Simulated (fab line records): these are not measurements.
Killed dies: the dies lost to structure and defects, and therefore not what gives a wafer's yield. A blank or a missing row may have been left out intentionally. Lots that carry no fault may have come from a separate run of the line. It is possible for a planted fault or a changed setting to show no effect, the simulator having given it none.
Which tool is to blame?    flow berkeley_cmos170    15 lots with 41 wafers sampled at 3 steps, on a route of 331 steps

WHAT THE GAUGES SHOWED, per wafer
UCB170_FIELD_THK_MEAS_91. Usual: FIELD_OXIDE_LEFT_2_THK typically reads 355 nm, with standard deviation 11.
lot   measured      on             FIELD_OXIDE_LEFT_2_THK (nm)  flag
L427  day 5 18:04   film_metro-03  364 354 360                  
L428  day 5 18:19   film_metro-04  369 365 367                  
L426  day 5 18:21   film_metro-03  366 358 343                  
L430  day 6 13:46   film_metro-01  360 358 359                  
L431  day 6 15:08   film_metro-04  358 359 357                  
L433  day 6 20:05   film_metro-04  368 363 356                  
L432  day 6 20:24   film_metro-03  361 350 352                  
L436  day 7 20:16   film_metro-04  348 350 360                  
L438  day 7 20:22   film_metro-03  366 351 359                  
L441  day 8 18:02   film_metro-04  333 347 346                  
L442  day 9 02:59   film_metro-01  354 362 350                  
L443  day 9 02:59   film_metro-03  362 348 351                  
L446  day 9 23:31   film_metro-04  370                          
L447  day 9 23:39   film_metro-03  353                          
L448  day 10 00:14  film_metro-01  357 359 353                  

UCB170_SDANNEAL_RS_MEAS_03: a four-point-probe measurement. Usual: NSD_RS typically reads 37.25 ohm/sq, with standard deviation 0.092.
lot   measured      on             NSD_RS (ohm/sq)    flag
L427  day 6 21:07   film_metro-03  37.18 37.17 37.23  
L428  day 6 20:55   film_metro-02  37.37 37.33 37.29  
L426  day 6 20:41   film_metro-01  37.45 37.34 37.37  
L430  day 7 14:47   film_metro-03  37.40 37.34 37.38  
L431  day 7 14:18   film_metro-02  37.14 37.08 37.14  
L433  day 7 21:46   film_metro-01  37.35 37.45 37.37  
L432  day 7 22:12   film_metro-02  37.15 37.21 37.26  
L436  day 8 18:27   film_metro-01  37.13 37.15 37.15  
L438  day 8 18:05   film_metro-02  37.27 37.31 37.15  
L441  day 9 20:54   film_metro-01  37.33 37.26 37.25  
L442  day 10 04:32  film_metro-01  37.31 37.36 37.34  
L443  day 10 04:42  film_metro-02  37.09 37.14 37.10  
L446  day 11 02:17  film_metro-02  37.20              
L447  day 11 02:26  film_metro-01  37.20              
L448  day 11 02:04  film_metro-03  37.20 37.21 37.30  

UCB170_CONTACT_CD_MEAS_15: the cd target is 700 nm. Usual: 699.5 nm for cd_nm, sd 1.6.
lot   measured      on         cd_nm (nm)         flag
L427  day 7 02:21   cd_sem-01  697.3 697.2 694.4  
L428  day 7 02:03   cd_sem-01  698.2 699.6 698.5  
L426  day 7 01:50   cd_sem-02  701.6 700.5 700.1  
L430  day 7 20:37   cd_sem-01  698.6 698.9 699.8  
L431  day 7 20:02   cd_sem-02  699.4 698.4 699.3  
L433  day 8 03:14   cd_sem-02  699.8 699.3 700.2  
L432  day 8 03:00   cd_sem-01  698.9 699.5 697.8  
L436  day 9 00:31   cd_sem-01  700.0 700.1 700.4  
L438  day 8 23:24   cd_sem-01  699.4 697.2 699.1  
L441  day 10 02:30  cd_sem-01  699.9 697.2 699.4  
L442  day 10 09:02  cd_sem-01  702.0 702.3 702.0  
L443  day 10 09:32  cd_sem-02  702.1 702.4 701.4  
L446  day 11 07:34  cd_sem-02  702.5              
L447  day 11 07:53  cd_sem-01  700.1              
L448  day 11 08:05  cd_sem-01  698.8 699.9 697.5  

EACH LOT AND THE TOOL THAT RAN IT (in order: tool; ch and the chambers of the sampled wafers; start)
No process step before these readings appears in the record.

WHAT THE TOOLS THEMSELVES READ (means of the sampled wafers that have a number; where no wafer has one, the mark that the record gives instead)
The record holds no such reading with a usual standard deviation.

THE ANSWER, worked out from the rows above alone
Rule: lot off if the mean of its wafers having a number is beyond 3 standard deviations from the usual mean. A lot without any number at a reading at which 4 lots or more have one is off too. All remaining lots with rows at the step are treated as sound. The gauges are gone through in route order, then the tools' own readings, and for those a lot's mean is taken as printed above. At the first step where some lot is off, the reading lying furthest off is the one used; lots without a number count as furthest.
No lot is off at any reading shown: from this, nothing can be told.

WHAT WAS PUT IN BY THE SIMULATOR
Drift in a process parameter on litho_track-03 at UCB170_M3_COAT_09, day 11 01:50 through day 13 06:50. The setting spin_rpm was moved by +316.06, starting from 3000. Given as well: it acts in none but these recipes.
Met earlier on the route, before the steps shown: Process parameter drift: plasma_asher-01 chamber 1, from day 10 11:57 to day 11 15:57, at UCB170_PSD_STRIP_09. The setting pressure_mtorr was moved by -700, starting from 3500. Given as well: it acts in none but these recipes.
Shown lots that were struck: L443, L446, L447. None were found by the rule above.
